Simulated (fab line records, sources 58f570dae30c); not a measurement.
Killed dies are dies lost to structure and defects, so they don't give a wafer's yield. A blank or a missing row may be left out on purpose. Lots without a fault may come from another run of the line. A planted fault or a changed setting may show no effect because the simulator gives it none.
fab line records | flow berkeley_cmos170
record lots=5 wafers=15 last_day=13
route steps=331 shown NLDD@209 SILICIDE@210 CONTACT@216 M1@238
lots that met no fault: from a run of the same line without faults
start_h: hours from the record's first day to the start of the lot's first wafer shown | wait_h: hours since the lot's step before | " the same as in the row above | L1.1+2: a row that stands for several wafers | - no value, or no start given | * or withheld: withheld | < > ~ a bound
route shown NAME@n: a module of which the file shows steps, and the number in the route of the first | usual: mean/standard deviation of fault-free wafers | same: alike in all rows | chamber/n: place in a boat | sites: the reading at each site | _std_site: their standard deviation | _edge_site: outer sites' mean less inner sites' | radius_mm: how far each site lies from the wafer's centre | mask NAME#n: copy n | behind: the tool/chamber that last shaped the wafer | hold: why the lot was held/for how many hours/how that ended | device: the transistor (n, p or np) that didn't switch | end of line: the same wafers' tests at the end of the route | a step without rows: its recipe alone | killed: dies lost to structure and defects at the first sort, not the wafer's yield | map: a wafer's dies, x killed, . not, _ none there
set.NAME: the setting as run; set.NAME@STEP: as run at that earlier step | model.NAME: the simulator's own value behind a step, which no gauge read
lots at some steps of the route; a table a step, a row a wafer
services: from which hour (start_h, from the record's first day; less than 0 if before it) a tool's chamber was out of use, for how many hours, and why
## steps
# step UCB170_SDANNEAL_RS_MEAS_05
# recipe thk_meas_gauge=four-point-probe
# usual NLDD_RS=615.2/1.7
# columns lot.wafer tool chamber start_h wait_h NLDD_RS[ohm/sq]
L089.3 film_metro-02 - 246.51 0.1 615.2
L089.4 " - " " 615.7
L089.5 " - " " 614.7
L088.1 film_metro-01 - 246.53 0.1 616.7
L088.4 " - " " 615.0
L088.5 " - " " 615.7
L092.2 film_metro-01 - 256.89 0.1 614.2
L092.3 " - " " 615.0
L092.6 " - " " 614.5
L093.3 film_metro-02 - 267.28 0.1 619.1
L093.5 " - " " 618.9
L093.6 " - " " 618.2
L095.3 film_metro-01 - 288.01 0.1 613.7
L095.5 " - " " 612.4
L095.6 " - " " 614.1
# step UCB170_SILICIDE_PRE_CLEAN_00
# recipe gas=Ar preclean_etch_time_s=60
# columns lot.wafer tool chamber start_h wait_h
L089.3+4+5 pvd_sputter-02 - 246.59 0.1
L088.1+4+5 pvd_sputter-03 - 246.65 0.1
L092.2+3+6 pvd_sputter-03 - 256.99 0.1
L093.3+5+6 pvd_sputter-03 - 267.36 0.1
L095.3+5+6 pvd_sputter-03 - 288.09 0.1
# step UCB170_SILICIDE_SPUTTER_01
# recipe material=Ti target_thk_nm=30 time_s=25 power_w=1500 chamber_pressure_pa=0.5
# usual throttle_valve_pct=30.0/0.9
# same time_s=25
# columns lot.wafer tool chamber start_h wait_h throttle_valve_pct
L089.3 pvd_sputter-02 - 246.66 0.0 31.1
L089.4 " - " " 30.4
L089.5 " - " " 30.2
L088.1 pvd_sputter-03 - 246.71 0.0 27.8
L088.4 " - " " 30.1
L088.5 " - " " 29.1
L092.2 pvd_sputter-03 - 257.05 0.0 29.4
L092.3 " - " " 29.8
L092.6 " - " " 29.9
L093.3 pvd_sputter-03 - 267.42 0.0 31.1
L093.5 " - " " 30.0
L093.6 " - " " 31.1
L095.3 pvd_sputter-03 - 288.16 0.0 29.2
L095.5 " - " " 29.7
L095.6 " - " " 31.1
# step UCB170_SILICIDE_RS_MEAS_02
# recipe thk_meas_gauge=four-point-probe reads=Ti_of_SILICIDE_SPUTTER_01
# usual SILICIDE_TI_RS=26.1/0.35
# columns lot.wafer tool chamber start_h wait_h SILICIDE_TI_RS[ohm/sq]
L089.3 film_metro-04 - 246.73 0.1 26.6
L089.4 " - " " 26.5
L089.5 " - " " 26.2
L088.1 film_metro-02 - 246.74 0.0 26.6
L088.4 " - " " 26.4
L088.5 " - " " 26.3
L092.2 film_metro-04 - 257.11 0.0 26.5
L092.3 " - " " 26.6
L092.6 " - " " 26.5
L093.3 film_metro-02 - 267.49 0.1 25.8
L093.5 " - " " 26.1
L093.6 " - " " 25.8
L095.3 film_metro-02 - 288.23 0.1 26.1
L095.5 " - " " 26.2
L095.6 " - " " 26.1
# step UCB170_SILICIDE_THK_MEAS_03
# recipe thk_meas_gauge=xrf reads=Ti_of_SILICIDE_SPUTTER_01
# usual SILICIDE_TI_THK=30.0/0.38
# columns lot.wafer tool chamber start_h wait_h SILICIDE_TI_THK[nm]
L089.3 film_metro-04 - 246.83 0.1 29.5
L089.4 " - " " 29.7
L089.5 " - " " 29.8
L088.1 film_metro-02 - 246.86 0.1 29.7
L088.4 " - " " 29.8
L088.5 " - " " 29.9
L092.2 film_metro-04 - 257.22 0.1 29.7
L092.3 " - " " 29.5
L092.6 " - " " 29.8
L093.3 film_metro-02 - 267.59 0.1 30.5
L093.5 " - " " 30.3
L093.6 " - " " 30.5
L095.3 film_metro-02 - 288.33 0.1 30.0
L095.5 " - " " 29.8
L095.6 " - " " 30.0
# step UCB170_SILICIDE_RTA_04
# recipe temp_c=650 time_s=15 ambient=N2
# usual lamp_power_pct=11.5/1.4 wafer_temp_C_max=653.0/0.93
# same time_s=15
# columns lot.wafer tool chamber start_h wait_h lamp_power_pct wafer_temp_C_max
L089.3 rtp_anneal-02 0 246.89 0.1 10.1 654.1
L089.4 " 0 " " 10.1 654.4
L089.5 " 0 " " 10.1 653.9
L088.1 rtp_anneal-01 0 246.92 0.1 12.9 652.3
L088.4 " 0 " " 12.9 652.4
L088.5 " 0 " " 12.9 652.1
L092.2 rtp_anneal-02 0 257.28 0.1 10.1 653.3
L092.3 " 0 " " 10.1 655.9
L092.6 " 0 " " 10.1 652.8
L093.3 rtp_anneal-02 0 267.66 0.1 10.1 654.2
L093.5 " 0 " " 10.0 654.7
L093.6 " 0 " " 10.1 653.0
L095.3 rtp_anneal-01 0 288.40 0.1 12.9 652.1
L095.5 " 0 " " 12.9 651.9
L095.6 " 0 " " 12.9 652.1
# step UCB170_SILICIDE_WET_ETCH_05
# recipe chemistry=SPM time_s=45 temp_c=120 target=Ti
# same time_s=45
# columns lot.wafer tool chamber start_h wait_h
L089.3+4+5 wet_bench-04 3 246.94 0.0
L088.1+4+5 wet_bench-01 2 247.00 0.1
L092.2+3+6 wet_bench-04 3 257.47 0.2
L093.3+5+6 wet_bench-03 1 267.74 0.1
L095.3+5+6 wet_bench-01 1 288.45 0.0
# step UCB170_CONTACT_CLEAN_00
# recipe chemistry=SPM temp_c=120 time_s=600
# same time_s=600
# columns lot.wafer tool chamber start_h wait_h
L089.3+4+5 wet_bench-03 2 246.99 0.0
L088.1+4+5 wet_bench-04 2 247.02 0.0
L092.2+3+6 wet_bench-04 1 257.49 0.0
L093.3+5+6 wet_bench-03 0 267.76 0.0
L095.3+5+6 wet_bench-01 1 288.49 0.0
# step UCB170_CONTACT_CVD_01
# recipe material=PSG target_thk_nm=700 temp_c=450 precursor=SiH4/O2/PH3 time_s=2820 pressure_mtorr=300 sih4_flow_sccm=60 o2_flow_sccm=90 ph3_flow_sccm=25
# usual o2_flow_sccm=90.01/0.29 pressure_mtorr=300.0/0.64
# same time_s=2820
# columns lot.wafer tool chamber start_h wait_h o2_flow_sccm pressure_mtorr
L089.3 lpcvd-01 0 247.16 0.0 89.94 300.5
L089.4 " 0 " " 89.83 299.4
L089.5 " 0 " " 89.94 299.7
L088.1 lpcvd-02 1 247.40 0.0 90.31 300.8
L088.4 " 1 " " 90.19 300.7
L088.5 " 1 " " 90.12 299.6
L092.2 lpcvd-01 1 258.17 0.5 89.90 300.8
L092.3 " 1 " " 90.09 301.2
L092.6 " 1 " " 90.33 300.6
L093.3 lpcvd-01 1 267.93 0.0 90.28 299.6
L093.5 " 1 " " 90.33 299.9
L093.6 " 1 " " 90.05 299.4
L095.3 lpcvd-01 0 288.66 0.0 90.59 299.0
L095.5 " 0 " " 90.37 299.7
L095.6 " 0 " " 90.55 299.9
# step UCB170_CONTACT_THK_MEAS_02
# recipe reads=PSG_of_CONTACT_CVD_01
# usual CONTACT_PSG_THK=699/7.4
# columns lot.wafer tool chamber start_h wait_h CONTACT_PSG_THK[nm]
L089.3 film_metro-03 - 248.97 0.0 697
L089.4 " - " " 694
L089.5 " - " " 693
L088.1 film_metro-04 - 249.19 0.0 704
L088.4 " - " " 702
L088.5 " - " " 696
L092.2 film_metro-01 - 259.96 0.0 707
L092.3 " - " " 710
L092.6 " - " " 708
L093.3 film_metro-04 - 269.74 0.0 697
L093.5 " - " " 697
L093.6 " - " " 694
L095.3 film_metro-04 - 290.47 0.0 704
L095.5 " - " " 701
L095.6 " - " " 696
# step UCB170_CONTACT_HMDS_03
# recipe prime_time_s=60 prime_temp_c=100
# columns lot.wafer tool chamber start_h wait_h
L089.3+4+5 litho_track-03 0 249.42 0.4
L088.1+4+5 litho_track-01 0 249.55 0.3
L092.2+3+6 litho_track-03 0 260.04 0.1
L093.3+5+6 litho_track-01 0 269.96 0.2
L095.3+5+6 litho_track-04 0 290.56 0.1
# step UCB170_CONTACT_COAT_04
# recipe resist=KrF spin_rpm=1500 resist_thk_nm=900
# columns lot.wafer tool chamber start_h wait_h
L089.3+4+5 litho_track-03 0 249.57 0.1
L088.1+4+5 litho_track-01 0 249.70 0.1
L092.2+3+6 litho_track-03 0 260.19 0.1
L093.3+5+6 litho_track-01 0 270.11 0.1
L095.3+5+6 litho_track-04 0 290.71 0.1
# step UCB170_CONTACT_SOFTBAKE_05
# recipe resist=KrF temp_c=130 time_s=60
# same time_s=60
# columns lot.wafer tool chamber start_h wait_h
L089.3+4+5 litho_track-03 0 249.72 0.1
L088.1+4+5 litho_track-01 0 249.85 0.1
L092.2+3+6 litho_track-03 0 260.34 0.1
L093.3+5+6 litho_track-01 0 270.26 0.1
L095.3+5+6 litho_track-04 0 290.86 0.1
# step UCB170_CONTACT_STRIP_06
# recipe chemistry=O2 power_w=400 pressure_mtorr=3500 platen_temp_c=withheld o2_flow_sccm=400 overash_fraction=0.5
# usual drypump_motor_current_A=5.6/0.4 o2_flow_sccm=400.1/1.2 oes_product_au=0.735/0.0046 strip_time_to_endpoint_s=21.96/0.058
# columns lot.wafer tool chamber start_h wait_h drypump_motor_current_A o2_flow_sccm oes_product_au rf_hours_counter_h strip_time_to_endpoint_s
L089.3 plasma_asher-02 0 249.85 0.1 5.5 402.0 0.733 - 21.96
L089.4 " 1 " " 6.2 398.9 0.736 - 22.03
L089.5 " 1 " " 6.2 398.4 0.737 - 22.04
L088.1 plasma_asher-01 1 250.00 0.1 5.1 401.1 0.736 14 21.96
L088.4 " 1 " " 5.1 400.8 0.738 - 21.93
L088.5 " 0 " " 5.5 399.4 0.736 - 21.99
L092.2 plasma_asher-01 1 260.46 0.1 5.1 397.5 0.737 16 22.02
L092.3 " 1 " " 5.1 396.9 0.735 - 22.07
L092.6 " 0 " " 5.5 399.3 0.740 - 21.97
L093.3 plasma_asher-02 0 270.40 0.1 5.5 399.6 0.733 - 22.04
L093.5 " 0 " " 5.5 399.5 0.725 - 22.05
L093.6 " 1 " " 6.2 400.3 0.733 - 21.99
L095.3 plasma_asher-02 0 290.99 0.1 5.5 400.2 0.734 - 22.00
L095.5 " 0 " " 5.5 401.0 0.740 - 21.97
L095.6 " 1 " " 6.2 399.0 0.741 - 21.94
# step UCB170_CONTACT_CLEAN_07
# recipe chemistry=SPM temp_c=120 time_s=600
# same time_s=600
# columns lot.wafer tool chamber start_h wait_h
L089.3+4+5 wet_bench-01 1 249.92 0.0
L088.1+4+5 wet_bench-04 1 250.10 0.1
L092.2+3+6 wet_bench-04 1 260.56 0.1
L093.3+5+6 wet_bench-04 1 270.46 0.0
L095.3+5+6 wet_bench-04 3 291.06 0.0
# step UCB170_CONTACT_RTA_08
# recipe temp_c=900 time_s=10 ambient=N2
# usual lamp_power_pct=26/3.2 wafer_temp_C_max=904.4/1.6
# same time_s=10
# columns lot.wafer tool chamber start_h wait_h lamp_power_pct wafer_temp_C_max
L089.3 rtp_anneal-02 0 250.15 0.0 23 906.0
L089.4 " 0 " " 23 907.1
L089.5 " 0 " " 23 906.6
L088.1 rtp_anneal-01 0 250.48 0.0 30 902.0
L088.4 " 0 " " 30 902.3
L088.5 " 0 " " 30 902.2
L092.2 rtp_anneal-01 0 260.76 0.0 30 902.5
L092.3 " 0 " " 30 903.7
L092.6 " 0 " " 30 903.5
L093.3 rtp_anneal-02 0 270.66 0.0 23 906.9
L093.5 " 0 " " 23 907.1
L093.6 " 0 " " 24 904.8
L095.3 rtp_anneal-02 0 291.27 0.0 23 905.3
L095.5 " 0 " " 23 903.3
L095.6 " 0 " " 23 904.7
# step UCB170_CONTACT_COAT_09
# recipe resist=BARC temp_c=withheld time_s=withheld spin_rpm=3000 resist_thk_nm=withheld
# columns lot.wafer tool chamber start_h wait_h
L089.3+4+5 litho_track-01 0 250.32 0.2
L088.1+4+5 litho_track-04 0 250.66 0.2
L092.2+3+6 litho_track-04 0 260.84 0.1
L093.3+5+6 litho_track-03 0 270.78 0.1
L095.3+5+6 litho_track-03 0 291.36 0.1
# step UCB170_CONTACT_COAT_10
# recipe resist=KrF spin_rpm=1500 resist_thk_nm=900
# columns lot.wafer tool chamber start_h wait_h
L089.3+4+5 litho_track-01 0 - -
L088.1+4+5 litho_track-04 0 - -
L092.2+3+6 litho_track-04 0 - -
L093.3+5+6 litho_track-03 0 - -
L095.3+5+6 litho_track-03 0 - -
# step UCB170_CONTACT_SOFTBAKE_11
# recipe resist=KrF temp_c=130 time_s=60
# same time_s=60
# columns lot.wafer tool chamber start_h wait_h
L089.3+4+5 litho_track-01 0 - -
L088.1+4+5 litho_track-04 0 - -
L092.2+3+6 litho_track-04 0 - -
L093.3+5+6 litho_track-03 0 - -
L095.3+5+6 litho_track-03 0 - -
# step UCB170_CONTACT_EXPOSE_12
# recipe mask_id=CONT target_cd_nm=700 na=0.5 sigma_outer=0.6 source_shape=conventional dose_mj=35
# columns lot.wafer tool chamber start_h wait_h mask
L089.3+4+5 krf_scanner-01 0 250.76 - CONT#0
L088.1+4+5 krf_scanner-01 0 251.19 - CONT#0
L092.2+3+6 krf_scanner-01 0 261.53 - CONT#0
L093.3+5+6 krf_scanner-01 0 271.34 - CONT#0
L095.3+5+6 krf_scanner-02 0 291.80 - CONT#0
# step UCB170_CONTACT_PEB_13
# recipe peb_temp_c=130 peb_time_s=withheld resist=KrF
# columns lot.wafer tool chamber start_h wait_h
L089.3+4+5 litho_track-01 0 250.89 0.1
L088.1+4+5 litho_track-01 0 251.30 0.1
L092.2+3+6 litho_track-03 0 261.65 0.1
L093.3+5+6 litho_track-03 0 271.47 0.1
L095.3+5+6 litho_track-03 0 291.93 0.1
# step UCB170_CONTACT_DEVELOP_14
# recipe developer=TMAH develop_time_s=45 resist=KrF dev_temp_c=21
# columns lot.wafer tool chamber start_h wait_h
L089.3+4+5 litho_track-01 0 - -
L088.1+4+5 litho_track-01 0 - -
L092.2+3+6 litho_track-03 0 - -
L093.3+5+6 litho_track-03 0 - -
L095.3+5+6 litho_track-03 0 - -
# step UCB170_CONTACT_CD_MEAS_15
# recipe target_cd_nm=700
# usual cd_nm=699.9/1.4
# columns lot.wafer tool chamber start_h wait_h cd_nm
L089.3 cd_sem-01 - 251.15 - 698.4
L089.4 " - " " 698.6
L089.5 " - " " 698.4
L088.1 cd_sem-01 - 251.58 - 700.9
L088.4 " - " " 700.8
L088.5 " - " " 701.1
L092.2 cd_sem-02 - 261.92 - 699.8
L092.3 " - " " 698.2
L092.6 " - " " 699.8
L093.3 cd_sem-01 - 271.74 - 700.3
L093.5 " - " " 698.5
L093.6 " - " " 698.3
L095.3 cd_sem-01 - 292.20 - 699.8
L095.5 " - " " 699.0
L095.6 " - " " 701.4
# step UCB170_CONTACT_OVL_MEAS_16
# usual CONTACT_OVL=-1/6.2
# columns lot.wafer tool chamber start_h wait_h CONTACT_OVL[nm]
L089.3 overlay-02 - 251.24 0.1 -1
L089.4 " - " " -9
L089.5 " - " " -1
L088.1 overlay-01 - 251.70 0.1 3
L088.4 " - " " 4
L088.5 " - " " 5
L092.2 overlay-02 - 262.03 0.1 -11
L092.3 " - " " -4
L092.6 " - " " -4
L093.3 overlay-02 - 271.83 0.1 0
L093.5 " - " " -2
L093.6 " - " " -5
L095.3 overlay-01 - 292.29 0.1 -9
L095.5 " - " " 5
L095.6 " - " " -7
# step UCB170_CONTACT_ETCH_17
# recipe chemistry=N2/H2 target_depth_a=withheld overetch_a=withheld target=BARC time_s=withheld source_w=500 bias_w=100 pressure_mtorr=30 n2_flow_sccm=100 h2_flow_sccm=200
# usual drypump_motor_current_A=5.8/0.43 oes_product_au=0.998/0.022 rf_fwd_power_W=494.3/2.3 throttle_valve_pct=13.32/0.16
# columns lot.wafer tool chamber start_h wait_h drypump_motor_current_A oes_product_au rf_fwd_power_W throttle_valve_pct
L089.3 rie_diel-02 3 251.27 0.0 5.1 1.000 495.2 13.11
L089.4 " 0 " " 5.3 1.030 492.8 13.04
L089.5 " 3 " " 5.1 1.004 498.3 13.12
L088.1 rie_diel-04 3 251.73 0.0 6.3 0.989 492.7 13.23
L088.4 " 2 " " 5.9 1.003 489.5 13.32
L088.5 " 0 " " 6.2 1.017 491.9 13.45
L092.2 rie_diel-03 1 262.06 0.0 6.3 0.972 493.0 13.35
L092.3 " 0 " " 5.7 0.988 497.1 13.18
L092.6 " 0 " " 5.7 0.995 497.7 13.16
L093.3 rie_diel-03 0 271.85 0.0 5.7 0.994 496.1 13.16
L093.5 " 2 " " 6.2 1.014 497.1 13.37
L093.6 " 3 " " 5.4 0.994 499.0 13.54
L095.3 rie_diel-03 0 292.31 0.0 5.7 0.982 498.2 13.18
L095.5 " 1 " " 6.2 0.972 492.9 13.34
L095.6 " 2 " " 6.2 1.005 493.5 13.39
# step UCB170_CONTACT_ETCH_18
# recipe chemistry=CHF3/CF4/Ar target=PSG stop_on=TiSi2 CHF3_flow_sccm=45 cf4_flow_sccm=15 Ar_flow_sccm=150 pressure_mtorr=200 rf_w=700 target_depth_a=8400 over_etch_frac=0.2 time_s=195
# usual drypump_motor_current_A=5.8/0.43 oes_product_au=0.891/0.014 rf_fwd_power_W=697.2/2.4 throttle_valve_pct=6.90/0.1
# same time_s=195
# columns lot.wafer tool chamber start_h wait_h drypump_motor_current_A oes_product_au rf_fwd_power_W rf_hours_counter_h throttle_valve_pct
L089.3 rie_diel-02 3 - - 5.1 0.908 695.1 4 6.86
L089.4 " 0 " " 5.3 0.900 693.7 6 6.73
L089.5 " 3 " " 5.1 0.898 697.6 - 6.85
L088.1 rie_diel-04 3 - - 6.2 0.888 696.4 16 6.80
L088.4 " 2 " " 5.9 0.903 696.8 23 6.98
L088.5 " 0 " " 6.2 0.897 700.1 - 7.00
L092.2 rie_diel-03 1 - - 6.2 0.873 696.6 74 6.83
L092.3 " 0 " " 5.7 0.900 696.6 55 6.75
L092.6 " 0 " " 5.7 0.890 697.3 - 6.77
L093.3 rie_diel-03 0 - - 5.7 0.886 700.4 55 6.76
L093.5 " 2 " " 6.2 0.889 698.4 - 6.98
L093.6 " 3 " " 5.4 0.876 693.4 - 7.01
L095.3 rie_diel-03 0 - - 5.7 0.901 696.5 56 6.73
L095.5 " 1 " " 6.3 0.878 693.8 - 6.85
L095.6 " 2 " " 6.2 0.894 702.1 - 6.98
# step UCB170_CONTACT_STRIP_19
# recipe chemistry=O2 power_w=400 pressure_mtorr=3500 platen_temp_c=withheld o2_flow_sccm=400 overash_fraction=0.5
# usual drypump_motor_current_A=5.5/0.38 o2_flow_sccm=400.0/1.2 oes_product_au=0.725/0.0043
# columns lot.wafer tool chamber start_h wait_h drypump_motor_current_A o2_flow_sccm oes_product_au rf_hours_counter_h
L089.3 plasma_asher-02 0 251.47 - 5.5 397.9 0.726 -
L089.4 " 1 " " 6.2 399.2 0.723 -
L089.5 " 1 " " 6.2 398.9 0.729 -
L088.1 plasma_asher-01 0 251.90 - 5.5 401.7 0.726 14
L088.4 " 0 " " 5.5 399.9 0.725 -
L088.5 " 0 " " 5.5 400.6 0.721 -
L092.2 plasma_asher-02 1 262.23 - 6.2 399.6 0.720 48
L092.3 " 1 " " 6.2 398.7 0.724 -
L092.6 " 0 " " 5.5 400.0 0.720 -
L093.3 plasma_asher-02 1 272.05 - 6.2 398.0 0.728 -
L093.5 " 1 " " 6.2 398.6 0.722 -
L093.6 " 0 " " 5.5 401.3 0.723 -
L095.3 plasma_asher-01 1 292.51 - 5.1 401.0 0.730 -
L095.5 " 0 " " 5.5 401.0 0.727 -
L095.6 " 1 " " 5.1 400.7 0.727 -
# step UCB170_CONTACT_CD_MEAS_90
# recipe target_cd_nm=700
# usual cd_nm=700.1/1.7
# columns lot.wafer tool chamber start_h wait_h cd_nm
L089.3 cd_sem-02 - 251.58 0.1 698.1
L089.4 " - " " 700.0
L089.5 " - " " 698.6
L088.1 cd_sem-01 - 252.00 0.1 700.3
L088.4 " - " " 699.6
L088.5 " - " " 699.2
L092.2 cd_sem-01 - 262.35 0.1 700.5
L092.3 " - " " 696.5
L092.6 " - " " 698.4
L093.3 cd_sem-01 - 272.16 0.1 698.8
L093.5 " - " " 699.2
L093.6 " - " " 698.2
L095.3 cd_sem-02 - 292.62 0.1 697.3
L095.5 " - " " 700.8
L095.6 " - " " 701.0
# step UCB170_CONTACT_CLEAN_20
# recipe chemistry=SPM temp_c=120 time_s=600
# same time_s=600
# columns lot.wafer tool chamber start_h wait_h
L089.3+4+5 wet_bench-04 1 251.66 0.1
L088.1+4+5 wet_bench-01 1 252.12 0.1
L092.2+3+6 wet_bench-04 0 262.45 0.1
L093.3+5+6 wet_bench-04 1 272.24 0.1
L095.3+5+6 wet_bench-04 3 292.70 0.1
# step UCB170_M1_SPUTTER_00
# recipe material=Al target_thk_nm=600 time_s=80 power_w=6000 chamber_pressure_pa=0.5
# usual throttle_valve_pct=30.1/0.99
# same time_s=80
# columns lot.wafer tool chamber start_h wait_h throttle_valve_pct
L089.3 pvd_sputter-03 - 252.04 0.0 29.1
L089.4 " - " " 27.6
L089.5 " - " " 29.2
L088.1 pvd_sputter-02 - 252.33 0.0 30.2
L088.4 " - " " 31.2
L088.5 " - " " 31.1
L092.2 pvd_sputter-03 - 262.64 0.0 29.8
L092.3 " - " " 29.1
L092.6 " - " " 30.3
L093.3 pvd_sputter-02 - 272.41 0.0 30.1
L093.5 " - " " 30.2
L093.6 " - " " 30.5
L095.3 pvd_sputter-01 - 292.87 0.0 31.6
L095.5 " - " " 31.6
L095.6 " - " " 29.7
# step UCB170_M1_RS_MEAS_01
# recipe thk_meas_gauge=four-point-probe reads=Al_of_M1_SPUTTER_00
# usual M1_AL_RS=0.0484/0.0007
# columns lot.wafer tool chamber start_h wait_h M1_AL_RS[ohm/sq]
L089.3 film_metro-01 - 252.14 0.1 0.0498
L089.4 " - " " 0.0492
L089.5 " - " " 0.0495
L088.1 film_metro-02 - 252.39 0.0 0.0474
L088.4 " - " " 0.0487
L088.5 " - " " 0.0483
L092.2 film_metro-02 - 262.72 0.1 0.0473
L092.3 " - " " 0.0487
L092.6 " - " " 0.0474
L093.3 film_metro-02 - 272.52 0.1 0.0471
L093.5 " - " " 0.0469
L093.6 " - " " 0.0472
L095.3 film_metro-01 - 292.97 0.1 0.0493
L095.5 " - " " 0.0486
L095.6 " - " " 0.0484
# step UCB170_M1_THK_MEAS_02
# recipe thk_meas_gauge=xrf reads=Al_of_M1_SPUTTER_00
# usual M1_AL_THK=602/9.8
# columns lot.wafer tool chamber start_h wait_h M1_AL_THK[nm]
L089.3 film_metro-01 - 252.24 0.1 583
L089.4 " - " " 593
L089.5 " - " " 589
L088.1 film_metro-02 - 252.51 0.1 619
L088.4 " - " " 603
L088.5 " - " " 606
L092.2 film_metro-02 - 262.83 0.1 623
L092.3 " - " " 602
L092.6 " - " " 622
L093.3 film_metro-02 - 272.62 0.1 624
L093.5 " - " " 628
L093.6 " - " " 625
L095.3 film_metro-01 - 293.07 0.1 593
L095.5 " - " " 601
L095.6 " - " " 600
# step UCB170_M1_COAT_03
# recipe resist=BARC temp_c=withheld time_s=withheld spin_rpm=3000 resist_thk_nm=withheld
# columns lot.wafer tool chamber start_h wait_h
L089.3+4+5 litho_track-03 0 252.95 0.7
L088.1+4+5 litho_track-02 0 253.15 0.6
L092.2+3+6 litho_track-03 0 263.17 0.3
L093.3+5+6 litho_track-04 0 272.71 0.1
L095.3+5+6 litho_track-03 0 293.37 0.3
# step UCB170_M1_COAT_04
# recipe resist=KrF spin_rpm=1500 resist_thk_nm=900
# columns lot.wafer tool chamber start_h wait_h
L089.3+4+5 litho_track-03 0 - -
L088.1+4+5 litho_track-02 0 - -
L092.2+3+6 litho_track-03 0 - -
L093.3+5+6 litho_track-04 0 - -
L095.3+5+6 litho_track-03 0 - -
# step UCB170_M1_SOFTBAKE_05
# recipe resist=KrF temp_c=130 time_s=60
# same time_s=60
# columns lot.wafer tool chamber start_h wait_h
L089.3+4+5 litho_track-03 0 - -
L088.1+4+5 litho_track-02 0 - -
L092.2+3+6 litho_track-03 0 - -
L093.3+5+6 litho_track-04 0 - -
L095.3+5+6 litho_track-03 0 - -
# step UCB170_M1_EXPOSE_06
# recipe mask_id=METAL1 target_cd_nm=700 na=0.5 sigma_outer=0.6 source_shape=conventional dose_mj=21
# columns lot.wafer tool chamber start_h wait_h mask
L089.3+4+5 krf_scanner-02 0 253.43 - METAL1#0
L088.1+4+5 krf_scanner-01 0 253.73 - METAL1#0
L092.2+3+6 krf_scanner-02 0 263.74 - METAL1#0
L093.3+5+6 krf_scanner-01 0 273.14 - METAL1#0
L095.3+5+6 krf_scanner-02 0 293.94 - METAL1#0
# step UCB170_M1_PEB_07
# recipe peb_temp_c=130 peb_time_s=withheld resist=KrF
# columns lot.wafer tool chamber start_h wait_h
L088.1+4+5 litho_track-03 0 254.07 0.3
L089.3+4+5 litho_track-02 0 254.10 0.7
L092.2+3+6 litho_track-03 0 264.07 0.3
L093.3+5+6 litho_track-03 0 273.27 0.1
L095.3+5+6 litho_track-04 0 294.06 0.1
# step UCB170_M1_DEVELOP_08
# recipe developer=TMAH develop_time_s=45 resist=KrF dev_temp_c=21
# columns lot.wafer tool chamber start_h wait_h
L088.1+4+5 litho_track-03 0 - -
L089.3+4+5 litho_track-02 0 - -
L092.2+3+6 litho_track-03 0 - -
L093.3+5+6 litho_track-03 0 - -
L095.3+5+6 litho_track-04 0 - -
# step UCB170_M1_CD_MEAS_09
# recipe target_cd_nm=700
# usual cd_nm=699.8/1.4
# columns lot.wafer tool chamber start_h wait_h cd_nm
L089.3 cd_sem-02 - 254.37 - 701.7
L089.4 " - " " 701.1
L089.5 " - " " 702.8
L088.1 cd_sem-02 - 254.45 - 701.3
L088.4 " - " " 700.8
L088.5 " - " " 701.0
L092.2 cd_sem-02 - 264.34 - 700.4
L092.3 " - " " 701.5
L092.6 " - " " 700.8
L093.3 cd_sem-02 - 273.54 - 698.9
L093.5 " - " " 698.5
L093.6 " - " " 697.4
L095.3 cd_sem-02 - 294.41 - 699.8
L095.5 " - " " 700.5
L095.6 " - " " 700.5
# step UCB170_M1_OVL_MEAS_10
# usual M1_OVL=1/4.9
# columns lot.wafer tool chamber start_h wait_h M1_OVL[nm]
L089.3 overlay-01 - 254.46 0.1 6
L089.4 " - " " 8
L089.5 " - " " 1
L088.1 overlay-02 - 254.57 0.1 -5
L088.4 " - " " -3
L088.5 " - " " 0
L092.2 overlay-01 - 264.45 0.1 -1
L092.3 " - " " 4
L092.6 " - " " 5
L093.3 overlay-01 - 273.63 0.1 -1
L093.5 " - " " 2
L093.6 " - " " -1
L095.3 overlay-01 - 294.50 0.1 6
L095.5 " - " " 6
L095.6 " - " " 9
# step UCB170_M1_ETCH_11
# recipe chemistry=N2/H2 target_depth_a=withheld overetch_a=withheld target=BARC time_s=withheld source_w=500 bias_w=100 pressure_mtorr=30 n2_flow_sccm=100 h2_flow_sccm=200
# usual drypump_motor_current_A=5.9/0.35 oes_product_au=1.002/0.017 rf_fwd_power_W=494.4/2.5 throttle_valve_pct=13.40/0.17
# columns lot.wafer tool chamber start_h wait_h drypump_motor_current_A oes_product_au rf_fwd_power_W throttle_valve_pct
L089.3 rie_diel-04 2 254.48 0.0 5.9 1.020 491.5 13.33
L089.4 " 3 " " 6.2 0.990 491.6 13.20
L089.5 " 1 " " 6.3 1.018 493.9 13.24
L088.1 rie_diel-01 3 254.60 0.0 5.2 0.985 492.3 13.66
L088.4 " 2 " " 6.2 1.018 495.7 13.41
L088.5 " 3 " " 5.3 0.981 494.3 13.66
L092.2 rie_diel-03 2 264.48 0.0 6.2 1.016 491.3 13.36
L092.3 " 0 " " 5.7 0.994 497.6 13.19
L092.6 " 3 " " 5.4 1.001 495.8 13.54
L093.3 rie_diel-04 1 273.66 0.0 6.3 1.007 493.9 13.25
L093.5 " 0 " " 6.2 1.028 495.4 13.47
L093.6 " 3 " " 6.3 0.970 491.7 13.21
L095.3 rie_diel-04 2 294.53 0.0 5.9 1.009 488.5 13.31
L095.5 " 3 " " 6.3 0.966 488.1 13.21
L095.6 " 0 " " 6.2 1.008 491.0 13.47
## services
# columns tool chamber start_h hours kind
pvd_sputter-03 - 223.86 9.8 repair
krf_scanner-01 - 230.30 0.8 pm
krf_scanner-02 - 231.18 0.2 repair
krf_scanner-01 - 231.87 0.5 repair
pvd_sputter-03 - 235.77 1.4 repair
krf_scanner-01 - 236.48 4.0 pm
wet_bench-01 - 239.15 1.0 repair
krf_scanner-01 - 242.42 3.6 pm
krf_scanner-02 - 250.34 1.0 pm
rie_diel-03 3 257.88 5.1 repair
pvd_sputter-01 - 259.50 4.0 repair
krf_scanner-01 - 279.65 1.0 pm
krf_scanner-02 - 283.60 3.1 repair
rie_diel-01 2 289.23 3.1 repair
rie_diel-01 1 292.33 - clean
rie_diel-01 1 292.33 22.4 scheduled_down
rie_diel-01 1 292.33 22.4 vent_cycle
## key
fault none
